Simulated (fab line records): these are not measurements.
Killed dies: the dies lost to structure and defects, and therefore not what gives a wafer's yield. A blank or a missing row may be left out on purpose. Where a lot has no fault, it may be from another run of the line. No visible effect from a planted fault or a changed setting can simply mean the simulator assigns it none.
fab line records | flow berkeley-cmos170
record: lots: 14 | wafers: 42 | last-day: 13
route steps=331 shown PLDD@154
lots that met no fault: taken from a fault-free run of the same line
start-h: hours from the record's first day to the start of the lot's first wafer shown | wait-h: time in hours since the lot's previous step | " same as the row above | L1.1+2: one row covering several wafers at once | - either no value or no given start | * or withheld: withheld | < > ~ a bound
route shown NAME@n: NAME is a module with steps in the file, n the number in the route of the first one | usual: the fault-free wafers' mean and standard deviation | same: alike in all rows | chamber/n: place in a boat | sites: per-site readings | _std_site: their standard deviation | _edge_site: mean of outer sites minus mean of inner sites | radius-mm: for every site, how far away it sits from the centre of the wafer | mask NAME#n: copy n | behind: tool/chamber where the wafer was last shaped | hold: cause of the lot's hold/its duration in hours/its outcome | device: the n, p or np transistor that did not switch | end of line: tests of these same wafers at the route's end | where a step has no rows: the recipe by itself | killed: at the first sort, the dies lost to defects and structure; wafer yield is something else | map: dies across one wafer; x = killed, . = not, _ = none there
set.NAME: the setting the step ran with; set.NAME@STEP: the setting that earlier step ran with | model.NAME: the simulator's own value behind a step, which no gauge read
steps of the route over a sample of lots; a table a step, a row a wafer
services: the hour from which a tool's chamber was out of use, counted from the record's first day as start-h (under 0 if before that day), plus the number of hours and why
== steps ==
step: UCB170_PLDD_IMPLANT_09
recipe: species: BF2 | dose-cm2: 5e+13 | energy-kev: 10 | tilt-deg: 7 | rotation-deg: 180
usual: beam-energy-keV: 10.000/0.0031
lot.wafer | tool         | chamber | start-h | wait-h | beam-energy-keV
L665.1    | implanter-04 | 0       | 145.09  | 0.1    | 10.010
L665.2    | "            | 0       | "       | "      | 10.007
L665.5    | "            | 0       | "       | "      | 10.011
L666.1    | implanter-02 | 0       | 160.82  | 0.1    | 10.003
L666.4    | "            | 0       | "       | "      | 10.003
L666.6    | "            | 0       | "       | "      | 9.998
L668.2    | implanter-04 | 0       | 175.75  | 0.1    | 10.000
L668.3    | "            | 0       | "       | "      | 10.000
L668.5    | "            | 0       | "       | "      | 9.999
L672.3    | implanter-03 | 0       | 183.86  | 0.1    | 10.003
L672.5    | "            | 0       | "       | "      | 9.997
L672.6    | "            | 0       | "       | "      | 10.000
L674.2    | implanter-04 | 0       | 189.95  | 0.1    | 9.997
L674.3    | "            | 0       | "       | "      | 9.998
L674.4    | "            | 0       | "       | "      | 9.996
L673.1    | implanter-03 | 0       | 190.23  | 0.1    | 10.004
L673.2    | "            | 0       | "       | "      | 10.001
L673.6    | "            | 0       | "       | "      | 10.003
L677.2    | implanter-03 | 0       | 213.85  | 0.1    | 9.999
L677.4    | "            | 0       | "       | "      | 10.002
L677.6    | "            | 0       | "       | "      | 10.000
L680.1    | implanter-02 | 0       | 230.81  | 0.1    | 10.003
L680.2    | "            | 0       | "       | "      | 10.005
L680.3    | "            | 0       | "       | "      | 10.000
L681.2    | implanter-04 | 0       | 231.09  | 0.1    | 10.880
L681.4    | "            | 0       | "       | "      | 10.877
L681.5    | "            | 0       | "       | "      | 10.876
L682.3    | implanter-04 | 0       | 242.58  | 0.1    | 10.882
L682.4    | "            | 0       | "       | "      | 10.884
L682.5    | "            | 0       | "       | "      | 10.880
L684.3    | implanter-02 | 0       | 258.64  | 0.1    | 9.999
L684.4    | "            | 0       | "       | "      | 9.999
L684.6    | "            | 0       | "       | "      | 9.999
L687.2    | implanter-03 | 0       | 259.06  | 0.1    | 10.003
L687.4    | "            | 0       | "       | "      | 10.000
L687.6    | "            | 0       | "       | "      | 10.002
L686.1    | implanter-02 | 0       | 261.74  | 0.1    | 9.999
L686.4    | "            | 0       | "       | "      | 10.000
L686.5    | "            | 0       | "       | "      | 9.998
L688.4    | implanter-03 | 0       | 279.53  | 0.1    | 9.996
L688.5    | "            | 0       | "       | "      | 9.999
L688.6    | "            | 0       | "       | "      | 9.995
step: UCB170_PLDD_TW_MEAS_11
usual: PLDD_TW: 1021/4.2
lot.wafer | tool          | chamber | start-h | wait-h | hold                     | PLDD_TW
L665.1    | film-metro-01 | -       | 145.34  | 0.1    | -                        | 1024
L665.2    | "             | -       | "       | "      | -                        | 1024
L665.5    | "             | -       | "       | "      | -                        | 1026
L666.1    | film-metro-01 | -       | 161.07  | 0.1    | -                        | 1028
L666.4    | "             | -       | "       | "      | -                        | 1024
L666.6    | "             | -       | "       | "      | -                        | 1024
L668.2    | film-metro-03 | -       | 175.98  | 0.1    | -                        | 1031
L668.3    | "             | -       | "       | "      | -                        | 1021
L668.5    | "             | -       | "       | "      | -                        | 1030
L672.3    | film-metro-02 | -       | 184.08  | 0.1    | -                        | 1022
L672.5    | "             | -       | "       | "      | -                        | 1023
L672.6    | "             | -       | "       | "      | -                        | 1023
L674.2    | film-metro-01 | -       | 190.20  | 0.1    | -                        | 1021
L674.3    | "             | -       | "       | "      | -                        | 1025
L674.4    | "             | -       | "       | "      | -                        | 1017
L673.1    | film-metro-03 | -       | 190.48  | 0.1    | -                        | 1028
L673.2    | "             | -       | "       | "      | -                        | 1018
L673.6    | "             | -       | "       | "      | -                        | 1025
L677.2    | film-metro-01 | -       | 214.09  | 0.1    | -                        | 1021
L677.4    | "             | -       | "       | "      | -                        | 1010
L677.6    | "             | -       | "       | "      | -                        | 1014
L680.1    | film-metro-02 | -       | 231.06  | 0.1    | -                        | 1022
L680.2    | "             | -       | "       | "      | -                        | 1023
L680.3    | "             | -       | "       | "      | -                        | 1024
L681.2    | film-metro-01 | -       | 231.32  | 0.1    | await-dispo/0.2h/release | 1040
L681.4    | "             | -       | "       | "      | await-dispo/0.2h/release | 1038
L681.5    | "             | -       | "       | "      | await-dispo/0.2h/release | 1036
L681.2    | film-metro-01 | -       | 231.55  | 0.2    | -                        | 1034
L681.4    | "             | -       | "       | "      | -                        | 1038
L681.5    | "             | -       | "       | "      | -                        | 1037
L682.3    | film-metro-02 | -       | 242.80  | 0.1    | await-dispo/0.2h/release | 1036
L682.4    | "             | -       | "       | "      | await-dispo/0.2h/release | 1031
L682.5    | "             | -       | "       | "      | await-dispo/0.2h/release | 1029
L682.3    | film-metro-02 | -       | 243.03  | 0.2    | -                        | 1031
L682.4    | "             | -       | "       | "      | -                        | 1037
L682.5    | "             | -       | "       | "      | -                        | 1029
L684.3    | film-metro-03 | -       | 258.86  | 0.1    | -                        | 1022
L684.4    | "             | -       | "       | "      | -                        | 1020
L684.6    | "             | -       | "       | "      | -                        | 1021
L687.2    | film-metro-03 | -       | 259.30  | 0.1    | -                        | 1014
L687.4    | "             | -       | "       | "      | -                        | 1014
L687.6    | "             | -       | "       | "      | -                        | 1017
L686.1    | film-metro-01 | -       | 261.99  | 0.1    | -                        | 1016
L686.4    | "             | -       | "       | "      | -                        | 1020
L686.5    | "             | -       | "       | "      | -                        | 1015
L688.4    | film-metro-02 | -       | 279.73  | 0.1    | -                        | 1021
L688.5    | "             | -       | "       | "      | -                        | 1028
L688.6    | "             | -       | "       | "      | -                        | 1022
== services ==
tool         | chamber | start-h | hours | kind
implanter-02 | -       | 140.73  | 2.4   | repair
implanter-03 | -       | 151.07  | 5.1   | pm
implanter-02 | -       | 165.94  | 20.3  | pm
implanter-03 | -       | 197.08  | 1.6   | repair
implanter-03 | -       | 198.78  | 2.3   | repair
implanter-03 | -       | 204.58  | 5.8   | repair
implanter-04 | -       | 257.75  | 2.5   | repair
implanter-04 | -       | 271.51  | 2.5   | repair
== key ==
first-sign: step: UCB170_PLDD_IMPLANT_09 | reading: beam-energy-keV | direction: up | sigmas: 99+ | usual: 10.000 | struck: 10.880
effect: step: UCB170_PLDD_TW_MEAS_11 | reading: visit | direction: added
met-at UCB170_PLDD_IMPLANT_09
struck-lots L681,L682
tester-left-out L681,L682
onset-between 189.95 231.09
fault: kind: process-parameter-drift | tool: implanter-04 | chamber: - | onset-h: 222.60 | steps: UCB170_PLDD_IMPLANT_09 | channel: energy-kev | offset: 0.88186 | shape: step | end-h: 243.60 | acts-in: these-recipes-only | stated: 10
tester-left-out: of these lots the tester's yield and bins aren't shown, on N5 and GAA mostly nor the transistor test; their killed dies are dies lost to structure and defects alone, not to doping, threshold or leakage, so they don't give the yield
